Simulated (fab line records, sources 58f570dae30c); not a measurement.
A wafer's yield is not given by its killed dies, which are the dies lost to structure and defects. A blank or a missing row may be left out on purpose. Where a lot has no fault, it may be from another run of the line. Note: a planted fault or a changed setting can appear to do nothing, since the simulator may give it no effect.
Tool commonality check | flow berkeleyCmos170 | Sampled: 13 lots, 39 wafers

## WHY IT WAS OPENED
Flagged at UCB170_M1_CD_MEAS_09: reading cdNm, on 1 of 13 lots. Fault-free wafers read 700.3 nm, with a standard deviation of 1.5.
Rule: a lot is flagged when every wafer of it that has a number lies more than 4 standard deviations from that mean, or none has a number. The other lots count as sound.

lot  | measured     | on       | cdNm (nm), wafer by wafer | flag
L973 | day 7 21:32  | cdSem-02 | 701.1 701.1 702.1         | 
L972 | day 8 11:30  | cdSem-02 | 700.6 700.6 700.8         | 
L974 | day 8 11:50  | cdSem-02 | 700.8 700.3 700.3         | 
L976 | day 9 10:59  | cdSem-02 | 699.6 697.9 699.5         | 
L979 | day 10 00:24 | cdSem-02 | 702.5 702.5 700.3         | 
L978 | day 10 00:39 | cdSem-02 | 702.6 702.7 703.5         | 
L977 | day 10 02:06 | cdSem-01 | 702.2 702.8 704.2         | 
L984 | day 11 07:18 | cdSem-01 | 701.6 702.5 702.7         | 
L985 | day 11 07:32 | cdSem-02 | 615.7 616.2 616.7         | FLAGGED
L983 | day 11 07:46 | cdSem-02 | 700.9 701.8 699.7         | 
L992 | day 12 16:50 | cdSem-02 | 698.9 700.7 699.8         | 
L993 | day 12 23:08 | cdSem-02 | 700.0 700.2 699.6         | 
L994 | day 12 23:41 | cdSem-01 | 699.7 699.4 699.8         | 
The numbers of the flagged lots are 616.2 nm on average: -84.1 nm against the usual, or -56 standard deviations.

## WHICH TOOL EACH LOT WENT THROUGH
The record holds 1 process step before the reading, out of a route of 331 steps. Read each cell as the tool, then ch plus the chambers that the sampled wafers visited, then the start.
lot  | flag    | UCB170_M1_EXPOSE_06
L973 |         | krfScanner-02 ch 0, day 7 21:04
L972 |         | krfScanner-01 ch 0, day 8 11:07
L974 |         | krfScanner-02 ch 0, day 8 11:27
L976 |         | krfScanner-01 ch 0, day 9 10:19
L979 |         | krfScanner-01 ch 0, day 9 23:52
L978 |         | krfScanner-02 ch 0, day 10 00:15
L977 |         | krfScanner-02 ch 0, day 10 01:42
L984 |         | krfScanner-01 ch 0, day 11 06:34
L985 | FLAGGED | krfScanner-02 ch 0, day 11 07:08
L983 |         | krfScanner-01 ch 0, day 11 07:23
L992 |         | krfScanner-02 ch 0, day 12 16:16
L993 |         | krfScanner-01 ch 0, day 12 22:14
L994 |         | krfScanner-02 ch 0, day 12 22:36
These steps, and what they do:
- UCB170_M1_EXPOSE_06: exposes mask METAL1, target cd 700 nm.
- UCB170_M1_CD_MEAS_09: target cd 700 nm.

## FLAGGED OVER TOTAL, TOOL BY TOOL (the gauges that took the reading come last)
step                 | tool          | lots run | flagged | share of the flagged lots | sound lots run after its first flagged lot
UCB170_M1_EXPOSE_06  | krfScanner-01 | 6        | 0       | none                      | -
UCB170_M1_EXPOSE_06  | krfScanner-02 | 7        | 1       | all                       | 2 (L992,L994)
UCB170_M1_CD_MEAS_09 | cdSem-01      | 3        | 0       | none                      | -
UCB170_M1_CD_MEAS_09 | cdSem-02      | 10       | 1       | all                       | 3 (L983,L992,L993)

## WHAT THE TABLE ALLOWS
Rows of the table that ran all the flagged lots, 2 in number: krfScanner-02 at UCB170_M1_EXPOSE_06; cdSem-02 at UCB170_M1_CD_MEAS_09.
- krfScanner-02 at UCB170_M1_EXPOSE_06: 1 of its 7 lots flagged. After the first flagged lot (L992, L994), sound lots still ran on it; a lasting fault on the whole tool would not permit that.
- cdSem-02 at UCB170_M1_CD_MEAS_09: 1 of its 10 lots flagged. After the first flagged lot (L983, L992, L993), sound lots still ran on it; a lasting fault on the whole tool would not permit that.
None of the table's rows ran every flagged lot and, after the first, no sound lot.

## WHAT WAS PUT IN BY THE SIMULATOR
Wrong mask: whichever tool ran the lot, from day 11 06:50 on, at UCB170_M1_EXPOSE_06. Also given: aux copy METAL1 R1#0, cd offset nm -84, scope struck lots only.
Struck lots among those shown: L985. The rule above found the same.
